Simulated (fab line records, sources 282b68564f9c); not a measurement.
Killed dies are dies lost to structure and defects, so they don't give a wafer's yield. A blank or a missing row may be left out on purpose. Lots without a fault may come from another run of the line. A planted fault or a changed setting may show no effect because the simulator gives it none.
One fault seen from 2 desks | flow rit_cmos | each desk has only its own numbers; what lay behind them comes last

THE METROLOGY DESK
What the gauges read, lot by lot, whatever tool the lot ran on: means of the sampled wafers that have a number. A lot is out of limits, marked OUT, if its mean lies more than 4 standard deviations from the usual mean; the brackets give that distance.
Columns: A = CONTACT_TEOS_THK at RIT_CONTACT_THK_MEAS_01, usual 416 nm
lot  | first seen here | A
L106 | day 3 03:26     | 418
L107 | day 3 07:42     | 418
L108 | day 3 12:20     | 413
L110 | day 3 23:47     | 422
L112 | day 4 08:46     | 414
L114 | day 4 20:11     | 418
L116 | day 5 04:01     | 500 (+15) OUT
L120 | day 6 01:02     | 422
L123 | day 6 16:25     | 416
L126 | day 7 06:53     | 412
L127 | day 7 12:10     | 416
L128 | day 7 16:41     | 422
L129 | day 7 21:00     | 415
This desk's finding: out of limits on L116; first on L116, day 5 04:01 (CONTACT_TEOS_THK at RIT_CONTACT_THK_MEAS_01). In limits: L106, L107, L108, L110, L112, L114, L120, L123, L126, L127, L128, L129.

THE TOOL OWNER'S DESK: pecvd-01
The tool's own readings at RIT_CONTACT_CVD_00 (deposits SiO2 from TEOS, target thk 400 nm, time 63.28 s): means of the sampled wafers that have a number, for each lot that ran on this tool. A lot is out of limits, marked OUT, if its mean lies more than 4 standard deviations from the usual mean; the brackets give that distance.
Columns: A = heater_power_w at RIT_CONTACT_CVD_00, usual 319 W
lot  | first seen here | A
L107 | day 3 07:38     | 311
L110 | day 3 23:44     | 269
L116 | day 5 03:57     | 284
L128 | day 7 16:37     | 308
This desk's finding: nothing out of limits on any of the 4 lots.

PUT TOGETHER
The metrology desk could have raised an alarm at day 5 04:01, on L116.
The tool owner's desk saw nothing out of limits.
The tool owner's desk has L116 on record, within its limits.
Of the lots named, all ran RIT_CONTACT_CVD_00 on pecvd-01.

WHAT THE SIMULATOR HAD PUT IN
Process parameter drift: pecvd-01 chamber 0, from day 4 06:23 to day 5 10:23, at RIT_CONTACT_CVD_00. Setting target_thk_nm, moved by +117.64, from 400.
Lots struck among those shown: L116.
Hours from the fault's start to each desk's first reading out of limits: the metrology desk, 22.
